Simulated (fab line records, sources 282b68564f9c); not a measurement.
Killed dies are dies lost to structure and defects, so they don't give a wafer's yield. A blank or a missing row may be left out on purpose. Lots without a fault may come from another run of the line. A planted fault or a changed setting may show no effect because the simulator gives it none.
Which tool did it? | flow rit_cmos | 14 lots, 42 wafers sampled, at 5 steps of a route of 202

WHAT THE GAUGES READ, wafer by wafer
RIT_FOX2_THK_MEAS_01. Usual: FOX2_OXIDE_THK 336 nm, standard deviation 6.7.
lot  | measured    | on            | FOX2_OXIDE_THK (nm) | flag
L861 | day 2 07:27 | film_metro-02 | 338 333 343         |
L862 | day 2 07:28 | film_metro-04 | 338 335 344         |
L863 | day 2 12:30 | film_metro-02 | 330 330 328         |
L864 | day 2 15:53 | film_metro-04 | 334 334 332         |
L865 | day 2 21:08 | film_metro-04 | 339 340 339         |
L867 | day 3 07:47 | film_metro-01 | 342 341 345         |
L868 | day 3 11:17 | film_metro-02 | 334 341 337         |
L869 | day 3 19:53 | film_metro-04 | 337 333 333         |
L870 | day 3 23:02 | film_metro-02 | 327 333 333         |
L871 | day 4 07:14 | film_metro-04 | 320 320 323         |
L873 | day 4 13:52 | film_metro-01 | 348 344 342         |
L875 | day 5 01:11 | film_metro-04 | 330 330 331         |
L876 | day 5 06:10 | film_metro-02 | 338 335 337         |
L877 | day 5 09:27 | film_metro-01 | 327 323 325         |

RIT_PWELL_OVL_MEAS_06. Usual: PWELL_OVL -0.1 nm, standard deviation 1.3.
lot  | measured    | on         | PWELL_OVL (nm) | flag
L861 | day 2 11:08 | overlay-01 | 0.3 2.1 1.5    |
L862 | day 2 11:23 | overlay-02 | -0.7 0.8 -1.5  |
L863 | day 2 16:01 | overlay-01 | 0.7 2.1 1.8    |
L864 | day 2 19:41 | overlay-01 | 0.0 -1.0 -2.1  |
L865 | day 3 00:50 | overlay-01 | -0.6 -0.5 0.4  |
L867 | day 3 11:53 | overlay-01 | -0.5 -1.5 -1.4 |
L868 | day 3 14:56 | overlay-01 | -1.1 -0.4 1.6  |
L869 | day 3 23:34 | overlay-01 | -0.5 -1.5 0.3  |
L870 | day 4 02:39 | overlay-01 | 0.7 -0.6 -0.6  |
L871 | day 4 10:51 | overlay-02 | -1.1 -0.8 -1.2 |
L873 | day 4 17:14 | overlay-02 | 0.3 0.0 -1.4   |
L875 | day 5 04:41 | overlay-01 | -1.0 1.3 -1.6  |
L876 | day 5 09:49 | overlay-02 | - - -          | OFF
L877 | day 5 13:04 | overlay-01 | - - -          | OFF

RIT_M1_CD_MEAS_90: target cd 2600 nm. Usual: cd_nm 2600.9 nm, standard deviation 2.4.
lot  | measured    | on        | cd_nm (nm)           | flag
L861 | day 4 00:18 | cd_sem-02 | 2598.9 2599.8 2597.6 |
L862 | day 4 01:25 | cd_sem-01 | 2597.5 2598.2 2601.5 |
L863 | day 4 05:46 | cd_sem-02 | 2599.9 2600.9 2600.1 |
L864 | day 4 07:32 | cd_sem-02 | 2600.5 2600.4 2599.8 |
L865 | day 4 09:46 | cd_sem-02 | 2600.8 2600.8 2599.7 |
L867 | day 5 00:12 | cd_sem-02 | 2601.5 2602.0 2600.0 |
L868 | day 5 02:11 | cd_sem-02 | 2601.6 2600.9 2600.1 |
L869 | day 5 09:50 | cd_sem-02 | 2600.3 2604.4 2601.0 |
L870 | day 5 14:32 | cd_sem-01 | 2604.7 2606.7 2604.0 |
L871 | day 6 01:18 | cd_sem-02 | 2600.0 2598.7 2600.9 |
L873 | day 6 05:16 | cd_sem-02 | 2603.6 2601.8 2604.2 |
L875 | day 6 16:22 | cd_sem-02 | 2602.9 2600.3 2599.9 |
L876 | day 6 21:49 | cd_sem-02 | 2601.8 2599.0 2599.4 |
L877 | day 6 23:19 | cd_sem-01 | 2600.4 2603.0 2601.8 |

WHICH TOOL RAN EACH LOT (tool, then ch and the chambers of the sampled wafers, then the start)
lot  | RIT_ACTIVE_STRIP_14                 | RIT_PWELL_COAT_01
L861 | plasma_asher-03 ch 0,1, day 2 01:36 | litho_track-03 ch 0, day 2 10:17
L862 | plasma_asher-02 ch 0,1, day 2 01:53 | litho_track-01 ch 0, day 2 10:33
L863 | plasma_asher-03 ch 0,1, day 2 06:21 | litho_track-03 ch 0, day 2 15:13
L864 | plasma_asher-01 ch 0,1, day 2 12:25 | litho_track-01 ch 0, day 2 18:50
L865 | plasma_asher-03 ch 0,1, day 2 16:03 | litho_track-01 ch 0, day 2 23:59
L867 | plasma_asher-02 ch 0,1, day 3 02:05 | litho_track-02 ch 0, day 3 11:05
L868 | plasma_asher-02 ch 0, day 3 06:50   | litho_track-03 ch 0, day 3 14:01
L869 | plasma_asher-03 ch 0,1, day 3 12:44 | litho_track-02 ch 0, day 3 22:49
L870 | plasma_asher-01 ch 0,1, day 3 17:12 | litho_track-03 ch 0, day 4 01:49
L871 | plasma_asher-01 ch 0,1, day 4 01:31 | litho_track-01 ch 0, day 4 10:02
L873 | plasma_asher-02 ch 0,1, day 4 08:41 | litho_track-02 ch 0, day 4 16:30
L875 | plasma_asher-01 ch 0,1, day 4 17:51 | litho_track-02 ch 0, day 5 03:59
L876 | plasma_asher-01 ch 0,1, day 4 23:50 | litho_track-03, day 5 09:06
L877 | plasma_asher-01 ch 0,1, day 5 05:58 | litho_track-03, day 5 12:14
- RIT_ACTIVE_STRIP_14: strips in O2, time 180 s.
- RIT_PWELL_COAT_01: resist thk 1300 nm.

WHAT THE TOOLS THEMSELVES READ (means of the sampled wafers that have a number; where no wafer has one, the mark that the record gives instead)
RIT_ACTIVE_STRIP_14. Usual: drypump_motor_current_A 5.5 A, standard deviation 0.42.
lot  | tool            | drypump_motor_current_A (A) | flag
L861 | plasma_asher-03 | 5.8                         |
L862 | plasma_asher-02 | 5.6                         |
L863 | plasma_asher-03 | 5.8                         |
L864 | plasma_asher-01 | 5.2                         |
L865 | plasma_asher-03 | 5.7                         |
L867 | plasma_asher-02 | 5.6                         |
L868 | plasma_asher-02 | 5.3                         |
L869 | plasma_asher-03 | 5.8                         |
L870 | plasma_asher-01 | 5.1                         |
L871 | plasma_asher-01 | 5.2                         |
L873 | plasma_asher-02 | 5.8                         |
L875 | plasma_asher-01 | 5.1                         |
L876 | plasma_asher-01 | 5.2                         |
L877 | plasma_asher-01 | 5.2                         |

RIT_PWELL_COAT_01. Usual: chill_plate_temp_C 23.00 C, standard deviation 0.11; dispense_pressure_kPa 51.7 kPa, standard deviation 2.4.
lot  | tool           | chill_plate_temp_C (C) | dispense_pressure_kPa (kPa) | flag
L861 | litho_track-03 | 22.90                  | 49.1                        |
L862 | litho_track-01 | 23.20                  | 55.7                        |
L863 | litho_track-03 | 23.02                  | 49.2                        |
L864 | litho_track-01 | 22.89                  | 55.7                        |
L865 | litho_track-01 | 23.18                  | 55.7                        |
L867 | litho_track-02 | 22.90                  | 51.6                        |
L868 | litho_track-03 | 23.02                  | 49.2                        |
L869 | litho_track-02 | 22.99                  | 51.6                        |
L870 | litho_track-03 | 22.95                  | 49.1                        |
L871 | litho_track-01 | 23.05                  | 55.7                        |
L873 | litho_track-02 | 23.01                  | 51.7                        |
L875 | litho_track-02 | 23.03                  | 51.6                        |
L876 | litho_track-03 | -                      | -                           | OFF
L877 | litho_track-03 | -                      | -                           | OFF

THE ANSWER, worked out from the rows above alone
Rule: a lot is off if the mean of its wafers that have a number lies more than 3 standard deviations from the usual mean. A lot without any number at a reading at which 4 lots or more have one is off too. The other lots that the step has rows for count as sound. The gauges are gone through in route order, then the tools' own readings, and for those a lot's mean is taken as printed above. The first step at which some lot is off is used, and at that step the reading that is off furthest; a lot without a number counts as furthest.
Off: L876, L877, at RIT_PWELL_OVL_MEAS_06 (PWELL_OVL). Without a number there: L876, L877.
A tool fits if, at a process step before that reading, it ran every lot that is off, and no sound lot after the first of them. The gauges at RIT_PWELL_OVL_MEAS_06 aren't tried: what is off there is off at RIT_PWELL_COAT_01 too, on other tools, and a gauge's error can't cause that. Can't be told from this: 2 tools fit, plasma_asher-01 at RIT_ACTIVE_STRIP_14, litho_track-03 at RIT_PWELL_COAT_01.

WHAT THE SIMULATOR HAD PUT IN
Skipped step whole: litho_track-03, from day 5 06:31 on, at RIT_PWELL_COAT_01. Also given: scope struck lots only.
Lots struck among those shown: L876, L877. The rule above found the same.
